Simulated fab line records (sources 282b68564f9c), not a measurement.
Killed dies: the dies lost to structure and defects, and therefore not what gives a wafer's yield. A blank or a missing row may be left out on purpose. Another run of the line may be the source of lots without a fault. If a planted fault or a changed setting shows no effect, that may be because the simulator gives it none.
Which tool did it? || flow rit cmos || Sampling: 7 lots, 21 wafers, 2 of 202 route steps

WHAT THE GAUGES SHOWED, per wafer
RIT_SILICIDE_RS_MEAS_02: uses a four-point probe to measure.
{"lot": "L573", "measured": "day 3 15:14", "on": "film metro-01", "SILICIDE_TI_RS (ohm/sq)": "48.6 48.7 48.7"}
{"lot": "L575", "measured": "day 3 22:09", "on": "film metro-04", "SILICIDE_TI_RS (ohm/sq)": "49.3 48.6 49.6"}
{"lot": "L578", "measured": "day 4 13:27", "on": "film metro-04", "SILICIDE_TI_RS (ohm/sq)": "48.6 49.3 48.7"}
{"lot": "L581", "measured": "day 5 06:55", "on": "film metro-04", "SILICIDE_TI_RS (ohm/sq)": "47.5 47.0 46.3"}
{"lot": "L588", "measured": "day 6 19:13", "on": "film metro-01", "SILICIDE_TI_RS (ohm/sq)": "65.7 65.3 66.1"}
{"lot": "L591", "measured": "day 7 09:59", "on": "film metro-01", "SILICIDE_TI_RS (ohm/sq)": "48.6 48.8 49.0"}
{"lot": "L594", "measured": "day 8 00:17", "on": "film metro-04", "SILICIDE_TI_RS (ohm/sq)": "48.3 47.7 47.5"}

TOOL THAT RAN EACH LOT (tool first, then ch and the chambers of the sampled wafers, then the start)
{"lot": "L573", "RIT_SILICIDE_SPUTTER_01": "pvd sputter-03, day 3 15:03"}
{"lot": "L575", "RIT_SILICIDE_SPUTTER_01": "pvd sputter-03, day 3 22:00"}
{"lot": "L578", "RIT_SILICIDE_SPUTTER_01": "pvd sputter-03, day 4 13:18"}
{"lot": "L581", "RIT_SILICIDE_SPUTTER_01": "pvd sputter-02, day 5 06:46"}
{"lot": "L588", "RIT_SILICIDE_SPUTTER_01": "pvd sputter-03, day 6 19:04"}
{"lot": "L591", "RIT_SILICIDE_SPUTTER_01": "pvd sputter-02, day 7 09:48"}
{"lot": "L594", "RIT_SILICIDE_SPUTTER_01": "pvd sputter-04, day 8 00:08"}
- RIT_SILICIDE_SPUTTER_01: material Ti, target thk 30 nm, time 240 s.

THE ANSWER, worked out from the rows above alone
Rule: what is usual is taken from the lots themselves. The widest of any qualifying gaps counts: lots, ordered by their means at a reading, are off when they make up no more than a third of the lots, leave a main group of 4 or more, and stand apart from it by 3 or more times the standard deviation of that group's means. A main group whose means are all the same, to the digits that the tables above print for the reading, isn't used. Also off: a lot with no number at a reading for which 4 or more lots have one. Where the step has rows for the other lots, those lots are counted as sound.
Off: L588, seen at RIT_SILICIDE_RS_MEAS_02 (SILICIDE_TI_RS). Mean 48.4 ohm/sq and standard deviation 0.76 in the main group.
A tool fits if, at a process step before that reading, it ran every lot that is off, and no sound lot after the first of them. Gauges at RIT_SILICIDE_RS_MEAS_02: tried the same way as those tools. One fits: RIT_SILICIDE_SPUTTER_01 on pvd sputter-03. A fault onset in the window from L578 (day 4 13:18, its last sound lot) to L588 (day 6 19:04, its first lot off) fits.

WHAT THE SIMULATOR HAD INSERTED
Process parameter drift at RIT_SILICIDE_SPUTTER_01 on pvd sputter-03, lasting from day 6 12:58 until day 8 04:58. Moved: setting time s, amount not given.
Lots struck among those shown: L588. The same result came from the rule above.
